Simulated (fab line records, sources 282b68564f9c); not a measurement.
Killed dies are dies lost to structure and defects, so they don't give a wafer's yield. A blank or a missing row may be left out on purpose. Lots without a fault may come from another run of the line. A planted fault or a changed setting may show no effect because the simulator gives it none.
Split-lot experiment | flow rit_cmos | 5 lots, 23 wafers read, on a route of 202 steps

THE SPLIT
At RIT_NWELL_IMPLANT_08, the setting dose_cm2 was moved away from the recipe's 5e+13 on 6 of the 23 wafers read, by -6.6% to +2.1%. The other wafers ran this setting at the recipe's value.

FROM THE SPLIT TO THE READING: what the file shows between them, 9 steps
- RIT_NWELL_STRIP_09: strips in O2, time 180 s
- RIT_NWELL_TW_MEAS_10
- RIT_PWELL_COAT_01: resist thk 1300 nm (also split here: resist_thk_nm)
- RIT_PWELL_SOFTBAKE_02: time 60 s
- RIT_PWELL_EXPOSE_03: exposes mask M3, target cd 43700 nm
- RIT_PWELL_DEVELOP_05: develop time 68 s
- RIT_PWELL_HARDBAKE_07: time 120 s
- RIT_PWELL_STRIP_09: strips in O2, time 180 s (also split here: o2_flow_sccm)
- RIT_WELLDRIVE_ANNEAL_00: time 14700 s

THE READING
NWELL_RS, in ohm/sq, at RIT_WELLDRIVE_RS_MEAS_01 (measures by four-point-probe). Fault-free wafers of this fab line usually give 275.7 ohm/sq, standard deviation 0.69 ohm/sq.

wafer  | tool, chamber at the split | dose_cm2 as run | against the recipe | NWELL_RS, ohm/sq | against lot-mates on the recipe
L074.2 | implanter-01, 0            | 5e+13           | recipe             | 276.6            | -
L074.3 | implanter-01, 0            | 4.672e+13       | -6.6%              | 287.9            | +11.2
L074.4 | implanter-01, 0            | 5e+13           | recipe             | 277.2            | -
L074.5 | implanter-01, 0            | 5e+13           | recipe             | 276.2            | -
L074.6 | implanter-01, 0            | 4.672e+13       | -6.6%              | 288.1            | +11.4
L078.4 | implanter-02, 0            | 5e+13           | recipe             | 275.7            | -
L078.5 | implanter-02, 0            | 5e+13           | recipe             | 276.6            | -
L078.6 | implanter-02, 0            | 5e+13           | recipe             | 275.6            | -
L079.1 | implanter-02, 0            | 5e+13           | recipe             | 275.5            | -
L079.2 | implanter-02, 0            | 5e+13           | recipe             | 275.5            | -
L079.3 | implanter-02, 0            | 5e+13           | recipe             | 275.6            | -
L079.4 | implanter-02, 0            | 5e+13           | recipe             | 274.9            | -
L079.6 | implanter-02, 0            | 5e+13           | recipe             | 275.1            | -
L080.1 | implanter-02, 0            | 4.822e+13       | -3.6%              | 282.1            | +6.0
L080.2 | implanter-02, 0            | 5e+13           | recipe             | 276.2            | -
L080.3 | implanter-02, 0            | 4.822e+13       | -3.6%              | 281.4            | +5.3
L080.4 | implanter-02, 0            | 5e+13           | recipe             | 276.0            | -
L080.5 | implanter-02, 0            | 5e+13           | recipe             | 276.1            | -
L083.1 | implanter-04, 0            | 5e+13           | recipe             | 275.4            | -
L083.2 | implanter-04, 0            | 5.104e+13       | +2.1%              | 272.1            | -3.7
L083.3 | implanter-04, 0            | 5.104e+13       | +2.1%              | 271.9            | -3.9
L083.4 | implanter-04, 0            | 5e+13           | recipe             | 275.4            | -
L083.5 | implanter-04, 0            | 5e+13           | recipe             | 276.7            | -

THE FIT
A straight line over all 23 wafers: NWELL_RS changes by -1.81 ohm/sq for each +1% of dose_cm2; r = -0.99; the points scatter about the line by 0.59 ohm/sq.
The same after taking each lot's own level away (the mean of its wafers on the recipe; 23 wafers): -1.71 ohm/sq for each +1%; r = -0.99; scatter 0.4 ohm/sq.
On that fit, the largest move of dose_cm2 shifts the reading by 11 ohm/sq.
The lots' own levels span 275.32 to 276.67 ohm/sq, that is 2.0 times the standard deviation above.
So the lot-to-lot level changes the slope little: the two slopes agree.
Check: with one of the wafers moved furthest among these (-6.6%) left out of the fit, the line predicts +11.2 ohm/sq for it against its lot-mates. It came out at +11.2 ohm/sq against them.

OTHER SPLITS ON THESE WAFERS
These wafers also went through other splits before the reading. Each is held against what the fit with the lots' levels taken away leaves over:
other split on the same wafers  | wafers away from the commonest value | r with NWELL_RS (lot level and that fit taken away)
RIT_FOX2_OXIDATION_00 ox_time_s | 18                                   | -0.10
RIT_PWELL_COAT_01 resist_thk_nm | 8                                    | +0.34
RIT_PWELL_STRIP_09 o2_flow_sccm | 7                                    | +0.06

THE WHOLE CHAIN: every reading that the file lists as answering this split, in the file's order
step                     | what it does                 | reading  | change (the file's fit)           | r (the file's)
RIT_NWELL_TW_MEAS_10     |                              | NWELL_TW | +5.39 for each +1% of the setting | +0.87
RIT_WELLDRIVE_RS_MEAS_01 | measures by four-point-probe | NWELL_RS | -1.7 for each +1% of the setting  | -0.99

THE FILE'S OWN FIT
NWELL_RS changes by -1.7 ohm/sq for each +1% of dose_cm2, r = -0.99.
